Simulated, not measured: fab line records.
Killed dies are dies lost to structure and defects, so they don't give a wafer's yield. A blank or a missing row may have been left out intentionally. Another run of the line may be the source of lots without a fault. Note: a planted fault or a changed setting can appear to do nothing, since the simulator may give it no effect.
Problem report in the 8D (eight disciplines) form, filled by code	flow berkeley_cmos170	the parts of the form that need people (team, actions taken, sign-off) are left out

1. PROBLEM STATEMENT
Wafers without a fault read 100.03 C, standard deviation 0.12; prime_temp_c at UCB170_M2_HMDS_04 reads a mean of 98.43 C on 6 wafers belonging to 2 lots. That puts it -13 standard deviations away from the usual mean.
The step: prime time 60 s.
Earliest sighting: wafer L683.3 on litho_track-02 at day 11 09:31. At this step, 42 wafers from 14 lots have a number in the record. By rule, "out" or "out of limits" means more than 4 standard deviations away from the usual mean. All remaining wafers that have a number are taken as sound.

2. WHAT IT IS AND WHAT IT IS NOT
question	is	is not
which readings at this step	prime_temp_c	-
which lots	L683, L684	L665, L668, L669, L670, L671, L672, L673, L674, L675, L677, L686, L687
which wafers of those lots	all that have a number	-
read on which tools	litho_track-02	litho_track-01, litho_track-03
when	from day 11 09:31	up to then (30 sound wafers); but 6 sound wafers of L686, L687 came after

3. SUSPECTS, AND WHAT RULES EACH OUT
Counting: a tool at a process step up to the reading stays a suspect if it ran every lot that is out and no sound lot after the first of them.
- litho_track-02 at UCB170_M2_HMDS_04 (prime time 60 s): kept. It ran every lot that is out, first L683 (day 11 09:31), and no sound lot after that; its last sound lot up to then is L677 (day 10 17:06). Out on those wafers are its own readings of prime_temp_c.
Left after counting: litho_track-02 at UCB170_M2_HMDS_04.

4. THE CAUSE (what the simulator had put in)
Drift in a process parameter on litho_track-02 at UCB170_M2_HMDS_04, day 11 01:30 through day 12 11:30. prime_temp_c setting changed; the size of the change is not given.
This tool alone remained once counting was done.

5. THE EFFECT CHAIN, in route order
One row per reading whose mean, taken over the struck wafers that have a number, lies over 3 standard deviations from the usual. Scope: only readings with a usual standard deviation given in the record; hours: median across lots of the time from each lot's start at the first step in this table that gives one to its start at this step; sigmas: change in usual standard deviations.
hours	step	reading	usual	on struck wafers	change	sigmas
0	UCB170_M2_HMDS_04	prime_temp_c	100.03 C	98.43	-1.60	-13
The process steps in it:
- UCB170_M2_HMDS_04: prime time 60 s.

6. WHAT WOULD HAVE CAUGHT IT SOONER
In this record no reading fell out of limits until day 11 09:31, 8 hours after the fault had begun at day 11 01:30.
